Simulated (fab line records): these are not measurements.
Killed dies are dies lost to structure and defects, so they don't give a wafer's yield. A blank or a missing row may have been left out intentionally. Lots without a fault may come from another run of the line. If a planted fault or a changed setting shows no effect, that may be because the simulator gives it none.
fab line records | flow berkeley-cmos170
[record] lots = 14 wafers = 42 last-day = 13
route steps=331 shown M2@278 V2@302
lots that met no fault: taken from a fault-free run of the same line
start-h: the number of hours between the record's first day and the start of the first shown wafer of the lot | wait-h: time in hours since the lot's previous step | " identical to the entry in the row above | L1.1+2: one row covering several wafers at once | - no value, or no start was given | * or withheld: withheld | < > ~ a bound
route shown NAME@n: names a module that has steps shown in the file, with the first one's number in the route | usual: the fault-free wafers' mean and standard deviation | same: alike in all rows | chamber/n: place in a boat | sites: per-site readings | _std_site: their standard deviation | _edge_site: mean of outer sites minus mean of inner sites | radius-mm: how far each site lies from the wafer's centre | mask NAME#n: copy n | behind: tool/chamber where the wafer was last shaped | hold: reason for holding the lot/hours on hold/outcome of the hold | device: the n, p or np transistor that did not switch | end of line: tests of these same wafers at the route's end | for a step that has no rows: nothing shown but its recipe | killed: not the wafer's yield, but the dies lost to structure and defects at the first sort | map: per-die view of a wafer (x killed, . not killed, _ where there is no die)
set.NAME: the run value of the setting; set.NAME@STEP: its run value at that earlier step | model.NAME: the simulator's own value behind a step, which no gauge read
route steps across a sampled set of lots; one table per step, one row per wafer
services: the hour from which a tool's chamber was out of use, counted from the record's first day as start-h (under 0 if before that day), plus the number of hours and why
[[steps]]
[step UCB170_M2_STRIP_07]
[recipe] chemistry = O2 power-w = 400 pressure-mtorr = 3500 platen-temp-c = withheld o2-flow-sccm = 400 overash-fraction = 0.5
[usual] drypump-motor-current-A = 5.7/0.31 oes-product-au = 0.735/0.0044 strip-time-to-endpoint-s = 21.99/0.068
// columns lot.wafer tool chamber start-h wait-h drypump-motor-current-A oes-product-au rf-hours-counter-h strip-time-to-endpoint-s
L871.2 plasma-asher-02 1 190.41 0.1 6.1 0.730 9 22.07
L871.3 " 0 " " 5.9 0.728 - 22.03
L871.4 " 1 " " 6.1 0.744 - 22.02
L872.2 plasma-asher-02 1 214.89 0.1 6.1 0.729 13 22.05
L872.3 " 0 " " 5.9 0.737 - 22.03
L872.5 " 0 " " 5.9 0.731 - 22.04
L873.1 plasma-asher-01 0 215.05 0.1 5.2 0.742 48 21.93
L873.3 " 0 " " 5.3 0.730 - 22.00
L873.6 " 0 " " 5.2 0.735 - 21.97
L877.3 plasma-asher-01 0 236.23 0.1 5.3 0.731 - 22.07
L877.4 " 1 " " 5.7 0.739 - 22.04
L877.6 " 1 " " 5.7 0.735 - 21.94
L878.2 plasma-asher-01 1 239.45 0.1 5.7 0.739 51 21.98
L878.3 " 0 " " 5.2 0.733 - 21.93
L878.5 " 0 " " 5.2 0.732 - 21.90
L876.1 plasma-asher-02 0 240.17 0.1 5.9 0.730 17 22.04
L876.4 " 0 " " 5.9 0.733 - 22.07
L876.5 " 0 " " 5.9 0.733 - 22.09
L879.3 plasma-asher-02 1 254.02 0.1 6.1 0.733 - 22.07
L879.5 " 0 " " 5.9 0.729 - 22.09
L879.6 " 1 " " 6.1 0.736 - 22.09
L884.1 plasma-asher-01 0 259.07 0.1 5.2 0.732 54 22.00
L884.4 " 0 " " 5.2 0.726 - 22.01
L884.5 " 0 " " 5.2 0.734 - 21.98
L885.2 plasma-asher-04 0 259.47 0.1 5.3 0.739 43 22.03
L885.3 " 1 " " 5.5 0.735 - 22.00
L885.5 " 0 " " 5.3 0.733 - 21.98
L887.2 plasma-asher-02 1 266.67 0.1 6.1 0.738 21 21.86
L887.3 " 0 " " 5.9 0.732 - 21.88
L887.4 " 1 " " 6.1 0.734 - 21.90
L890.3 plasma-asher-01 0 286.49 0.1 5.2 0.736 - 22.07
L890.4 " 1 " " 5.7 0.740 - 22.04
L890.6 " 1 " " 5.7 0.728 - 22.06
L889.1 plasma-asher-04 0 287.23 0.1 5.4 0.736 47 22.02
L889.3 " 1 " " 5.5 0.733 - 22.02
L889.5 " 1 " " 5.5 0.731 - 21.94
L888.3 plasma-asher-02 0 290.82 0.1 5.9 0.735 - 22.00
L888.4 " 1 " " 6.1 0.735 - 22.04
L888.6 " 0 " " 5.9 0.733 - 22.01
L892.2 plasma-asher-01 1 291.45 0.1 5.7 0.739 58 22.00
L892.3 " 1 " " 5.8 0.739 - 21.98
L892.4 " 0 " " 5.2 0.738 - 21.96
[step UCB170_M2_ETCH_17]
[recipe] chemistry = N2/H2 target-depth-a = withheld overetch-a = withheld target = BARC time-s = withheld source-w = 500 bias-w = 100 pressure-mtorr = 30 n2-flow-sccm = 100 h2-flow-sccm = 200
[usual] drypump-motor-current-A = 5.8/0.53 n2-flow-sccm = 100.02/0.3 oes-product-au = 0.997/0.02 throttle-valve-pct = 13.33/0.16
// columns lot.wafer tool chamber start-h wait-h drypump-motor-current-A n2-flow-sccm oes-product-au throttle-valve-pct
L871.2 rie-diel-01 3 191.68 0.0 6.4 100.02 0.989 13.42
L871.3 " 1 " " 5.8 99.99 1.004 13.62
L871.4 " 0 " " 5.5 99.94 0.986 13.36
L872.2 rie-diel-02 3 216.67 0.0 5.7 99.84 1.001 13.10
L872.3 " 0 " " 4.7 100.50 1.037 13.00
L872.5 " 0 " " 4.7 99.83 1.040 12.99
L873.1 rie-diel-03 0 216.94 0.0 5.4 100.24 1.004 13.32
L873.3 " 2 " " 5.0 100.04 1.014 13.28
L873.6 " 3 " " 6.6 100.45 0.991 13.46
L877.3 rie-diel-03 2 239.60 0.0 5.1 99.95 1.022 13.30
L877.4 " 0 " " 5.4 99.69 0.998 13.34
L877.6 " 3 " " 6.7 100.22 0.990 13.44
L878.2 rie-diel-01 3 242.98 0.0 6.4 99.89 0.976 13.41
L878.3 " 2 " " 6.0 100.20 0.990 13.36
L878.5 " 1 " " 5.8 99.42 1.007 13.61
L876.1 rie-diel-01 3 243.25 0.0 6.4 100.11 0.994 13.44
L876.4 " 2 " " 6.1 100.22 0.992 13.37
L876.5 " 3 " " 6.4 99.65 0.981 13.43
L879.3 rie-diel-01 2 255.54 0.0 6.0 100.04 0.996 13.35
L879.5 " 2 " " 6.0 99.92 1.003 13.36
L879.6 " 3 " " 6.4 100.23 1.001 13.41
L884.1 rie-diel-01 2 262.03 0.0 6.0 99.74 0.991 13.37
L884.4 " 3 " " 6.4 100.10 0.984 13.42
L884.5 " 0 " " 5.5 100.20 0.977 13.36
L885.2 rie-diel-02 1 262.75 0.0 6.0 99.74 0.974 13.28
L885.3 " 2 " " 5.5 99.99 0.981 13.44
L885.5 " 0 " " 4.7 99.28 1.042 12.99
L887.2 rie-diel-02 2 268.44 0.0 5.5 100.54 0.984 13.44
L887.3 " 0 " " 4.8 99.58 1.040 12.99
L887.4 " 0 " " 4.8 100.02 1.040 12.99
L890.3 rie-diel-02 0 289.53 0.0 4.8 100.35 1.040 13.00
L890.4 " 2 " " 5.4 100.23 0.977 13.44
L890.6 " 2 " " 5.5 100.06 0.982 13.45
L889.1 rie-diel-01 3 290.20 0.0 6.4 100.15 0.992 13.43
L889.3 " 1 " " 5.7 99.48 1.008 13.62
L889.5 " 1 " " 5.7 99.49 1.013 13.62
L888.3 rie-diel-02 3 293.61 0.0 5.7 100.65 1.006 13.09
L888.4 " 1 " " 6.0 100.30 0.961 13.28
L888.6 " 2 " " 5.5 100.57 0.984 13.45
L892.2 rie-diel-01 0 293.88 0.0 5.6 100.16 0.991 13.35
L892.3 " 3 " " 6.4 99.87 0.998 13.42
L892.4 " 1 " " 5.7 99.67 1.011 13.62
[step UCB170_V2_PEB_10]
[recipe] peb-temp-c = 130 peb-time-s = withheld resist = KrF
[usual] chill-plate-temp-C = 22.99/0.12 exhaust-pa = 44.9/0.94
// columns lot.wafer tool chamber start-h wait-h chill-plate-temp-C exhaust-pa
L871.2 litho-track-02 0 194.22 0.2 23.11 45.0
L871.3 " 0 " " 22.94 45.3
L871.4 " 0 " " 23.01 45.6
L872.2 litho-track-03 0 219.79 0.7 23.29 44.6
L872.3 " 0 " " 23.25 45.2
L872.5 " 0 " " 23.16 45.3
L873.1 litho-track-03 0 220 - 23.02 44.9
L873.3 " 0 " " 22.73 43.7
L873.6 " 0 221 - 22.99 45.5
L877.3 litho-track-04 0 243.27 0.9 23.01 44.2
L877.4 " 0 " " 23.12 43.1
L877.6 " 0 " " 22.91 44.0
L878.2 litho-track-03 - 247 - - -
L878.3 " - " " - -
L878.5 " - " " - -
L876.1 litho-track-02 - 247 - - -
L876.4 " - 248 - - -
L876.5 " - " " - -
L879.3 litho-track-03 0 259 - 23.03 44.8
L879.5 " 0 " " 23.06 45.0
L879.6 " 0 " " 23.04 44.4
L884.1 litho-track-02 0 265.05 0.5 22.78 44.6
L884.4 " 0 " " 22.86 44.8
L884.5 " 0 " " 22.90 44.3
L885.2 litho-track-03 0 265.90 0.7 22.99 45.9
L885.3 " 0 " " 22.93 47.0
L885.5 " 0 " " 23.13 46.1
L887.2 litho-track-02 0 270.52 0.1 23.10 45.6
L887.3 " 0 " " 23.06 45.9
L887.4 " 0 " " 23.02 45.5
L890.3 litho-track-03 0 292.66 0.6 22.75 46.0
L890.4 " 0 " " 22.85 45.3
L890.6 " 0 " " 22.83 45.6
L889.1 litho-track-03 0 293.34 0.7 23.14 44.4
L889.3 " 0 " " 22.94 43.6
L889.5 " 0 " " 22.92 44.1
L888.3 litho-track-02 0 296.51 0.4 23.08 45.9
L888.4 " 0 " " 22.98 45.0
L888.6 " 0 " " 23.14 44.9
L892.2 litho-track-03 0 297.09 0.6 23.17 44.6
L892.3 " 0 " " 23.01 43.9
L892.4 " 0 " " 23.17 44.1
[step UCB170_V2_OVL_MEAS_13]
[usual] V2_OVL = 3/6.2
// columns lot.wafer tool chamber start-h wait-h V2_OVL[nm]
L871.2 overlay-01 - 194.60 0.1 4
L871.3 " - " " -2
L871.4 " - " " 6
L872.2 overlay-01 - 220.17 0.1 8
L872.3 " - " " 2
L872.5 " - " " 1
L873.1 overlay-01 - 221.34 0.1 -2
L873.3 " - " " 0
L873.6 " - " " 3
L877.3 overlay-02 - 243.63 0.1 7
L877.4 " - " " -4
L877.6 " - " " 1
L878.2 overlay-02 - 248.13 0.1 -
L878.3 " - " " -
L878.5 " - " " -
L876.1 overlay-01 - 248.33 0.1 -
L876.4 " - " " -
L876.5 " - " " -
L879.3 overlay-01 - 259.65 0.1 -2
L879.5 " - " " -5
L879.6 " - " " 9
L884.1 overlay-01 - 265.44 0.1 5
L884.4 " - " " -4
L884.5 " - " " 4
L885.2 overlay-02 - 266.27 0.1 -4
L885.3 " - " " 3
L885.5 " - " " 7
L887.2 overlay-02 - 270.89 0.1 -13
L887.3 " - " " 1
L887.4 " - " " -7
L890.3 overlay-01 - 293.02 0.1 11
L890.4 " - " " 4
L890.6 " - " " 10
L889.1 overlay-01 - 293.73 0.1 8
L889.3 " - " " 1
L889.5 " - " " 5
L888.3 overlay-02 - 296.86 0.1 1
L888.4 " - " " 4
L888.6 " - " " 7
L892.2 overlay-02 - 297.46 0.1 9
L892.3 " - " " 11
L892.4 " - " " 3
[[services]]
// columns tool chamber start-h hours kind
plasma-asher-04 - 179.30 36.0 repair
rie-diel-02 1 191.31 4.4 repair
rie-diel-01 - 200.00 4.0 pm
rie-diel-03 - 230.53 2.8 pm
rie-diel-03 - 234.64 0.3 repair
rie-diel-01 - 253.30 0.6 repair
rie-diel-02 3 259.21 12.3 repair
rie-diel-03 - 278.33 0.6 repair
rie-diel-03 3 286.36 4.4 repair
[[key]]
[first-sign] step = UCB170_V2_PEB_10 reading = tool-record direction = missing
effect none on later readings
met-at UCB170_V2_PEB_10
struck-lots L876,L878
later-rows-left-out L876.1,L876.4,L876.5,L878.2,L878.3,L878.5
sort-left-out L876.1,L876.4,L876.5,L878.2,L878.3,L878.5
not-acting-at UCB170_M2_STRIP_07,UCB170_M2_ETCH_17,UCB170_V2_OVL_MEAS_13
[fault] kind = skipped-step-whole tool = litho-track-02,litho-track-03 chamber = - onset-h = 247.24 steps = UCB170_V2_PEB_10 scope = struck-lots-only
// sort-left-out: the simulated sort isn't trusted on such a fault, so these wafers' sort isn't shown, and their yield isn't known
// later-rows-left-out: the simulator's readings of these wafers behind a module that went badly wrong aren't trusted and aren't shown, but for the sort
